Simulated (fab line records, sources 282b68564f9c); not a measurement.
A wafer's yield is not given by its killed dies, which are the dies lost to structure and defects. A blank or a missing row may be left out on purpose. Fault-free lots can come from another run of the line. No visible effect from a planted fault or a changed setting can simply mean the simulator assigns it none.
The tool behind it: which one?    flow rit_cmos    14 lots with 42 wafers sampled at 2 steps, on a route of 202 steps

WHAT THE GAUGES READ, wafer by wafer
The record lacks any reading of a measuring or inspecting step that a usual standard deviation could be used to judge.

EACH LOT AND THE TOOL THAT RAN IT (in order: tool; ch and the chambers of the sampled wafers; start)
lot   RIT_SPACER_CLEAN_00             RIT_M1_PROBE_99
L179  wet_bench-01 ch 0, day 2 20:31  -
L180  wet_bench-02 ch 2, day 3 04:45  -
L183  wet_bench-03 ch 3, day 3 16:37  -
L184  wet_bench-02 ch 3, day 4 00:27  -
L187  wet_bench-02 ch 2, day 4 12:47  -
L191  wet_bench-03 ch 1, day 5 08:13  -
L192  wet_bench-03 ch 3, day 5 12:52  -
L194  wet_bench-03 ch 1, day 5 22:25  -
L195  wet_bench-03 ch 2, day 6 04:39  -
L198  wet_bench-02 ch 3, day 6 20:00  -
L199  wet_bench-02 ch 3, day 7 00:34  prober-02, day 7 14:46
L200  wet_bench-03 ch 3, day 7 05:16  -
L201  wet_bench-03 ch 0, day 7 09:56  -
L202  wet_bench-02 ch 0, day 7 15:17  -
- RIT_SPACER_CLEAN_00: cleans in SC1, time 600 s.
- RIT_M1_PROBE_99

AS READ BY THE TOOLS THEMSELVES (means over the sampled wafers that have a number; for cases with no such wafer, the mark the record gives instead)
RIT_SPACER_CLEAN_00.
lot   tool          run_length_s (s)
L179  wet_bench-01  627
L180  wet_bench-02  626
L183  wet_bench-03  631
L184  wet_bench-02  670
L187  wet_bench-02  679
L191  wet_bench-03  631
L192  wet_bench-03  632
L194  wet_bench-03  631
L195  wet_bench-03  632
L198  wet_bench-02  633
L199  wet_bench-02  625
L200  wet_bench-03  624
L201  wet_bench-03  626
L202  wet_bench-02  625

RIT_M1_PROBE_99.
lot   tool       killed_at_contacts  killed_at_front_end  killed_dies  killed_open  killed_short
L199  prober-02  0.0                 4.3                  4.3          1.3          3.0

THE ANSWER, worked out from the rows above alone
Rule: usual is defined by the lots themselves. The widest of any qualifying gaps counts: lots, ordered by their means at a reading, are off when they make up no more than a third of the lots, leave a main group of 4 or more, and stand apart from it by 3 or more times the standard deviation of that group's means. Not used: any main group whose means are identical at the precision the tables above print for the reading. Also off: a lot with no number at a reading for which 4 or more lots have one. The other lots that the step has rows for count as sound. The gauges are gone through in route order, then the tools' own readings, and for those a lot's mean is taken as printed above. At the first step where some lot is off, the reading lying furthest off is the one used; lots without a number count as furthest.
Off, at RIT_SPACER_CLEAN_00 on run_length_s: L184, L187. Mean 629 s and standard deviation 3.2 in the main group.
A tool fits if, at that step or a process step before it, it ran every lot that is off, and no sound lot after the first of them. Of those tried, none fits.

WHAT WAS PUT IN BY THE SIMULATOR
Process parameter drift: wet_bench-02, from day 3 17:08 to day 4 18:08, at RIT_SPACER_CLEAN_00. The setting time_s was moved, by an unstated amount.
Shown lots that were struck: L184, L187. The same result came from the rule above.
